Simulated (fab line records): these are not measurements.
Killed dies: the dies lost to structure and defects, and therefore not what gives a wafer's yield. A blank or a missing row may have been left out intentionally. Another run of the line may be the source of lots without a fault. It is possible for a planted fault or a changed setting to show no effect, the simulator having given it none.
Which tool was responsible? | flow rit-cmos | Sampling: 7 lots, 21 wafers, 2 of 202 route steps

WHAT THE GAUGES SHOWED, per wafer
RIT_SDANNEAL_RS_MEAS_05: the measuring method here is four-point-probe.
lot  | measured    | on            | NSD_RS (ohm/sq)
L767 | day 3 05:59 | film-metro-04 | 84.4 84.3 84.4
L769 | day 3 17:17 | film-metro-04 | 84.3 84.0 84.3
L771 | day 4 04:29 | film-metro-01 | 84.8 84.8 84.7
L773 | day 4 12:49 | film-metro-01 | 85.1 85.3 85.3
L776 | day 5 09:46 | film-metro-01 | 84.3 84.6 84.3
L780 | day 6 05:47 | film-metro-02 | 89.4 89.3 89.4
L784 | day 6 20:50 | film-metro-02 | 89.4 89.2 89.1

WHICH TOOL RAN EACH LOT (tool, then ch and the chambers of the sampled wafers, then the start)
lot  | RIT_NSD_IMPLANT_08
L767 | implanter-01 ch 0, day 3 03:28
L769 | implanter-03 ch 0, day 3 14:47
L771 | implanter-01 ch 0, day 4 02:01
L773 | implanter-01 ch 0, day 4 10:28
L776 | implanter-03 ch 0, day 5 07:25
L780 | implanter-01 ch 0, day 6 03:17
L784 | implanter-01 ch 0, day 6 18:22
- RIT_NSD_IMPLANT_08

THE ANSWER, worked out from the rows above alone
Rule: what is usual is taken from the lots themselves. Put in order of their means at a reading, lots are off if they are a third of the lots or fewer, leave a main group of 4 or more, and stand apart from it by a gap of 3 or more times the standard deviation of the main group's means; of several such gaps the widest counts. Not used: any main group whose means are identical at the precision the tables above print for the reading. Also off: a lot with no number at a reading for which 4 or more lots have one. Where the step has rows for the other lots, those lots are counted as sound.
Off: L780, L784, seen at RIT_SDANNEAL_RS_MEAS_05 (NSD_RS). The main group has a mean of 84.6 ohm/sq with a standard deviation of 0.37.
A tool fits if, at a process step before that reading, it ran every lot that is off, and no sound lot after the first of them. Those tools and the gauges at RIT_SDANNEAL_RS_MEAS_05 are tried in the same way. This does not decide it: 2 tools fit, namely implanter-01 at RIT_NSD_IMPLANT_08 and film-metro-02 at RIT_SDANNEAL_RS_MEAS_05.

WHAT THE SIMULATOR HAD INSERTED
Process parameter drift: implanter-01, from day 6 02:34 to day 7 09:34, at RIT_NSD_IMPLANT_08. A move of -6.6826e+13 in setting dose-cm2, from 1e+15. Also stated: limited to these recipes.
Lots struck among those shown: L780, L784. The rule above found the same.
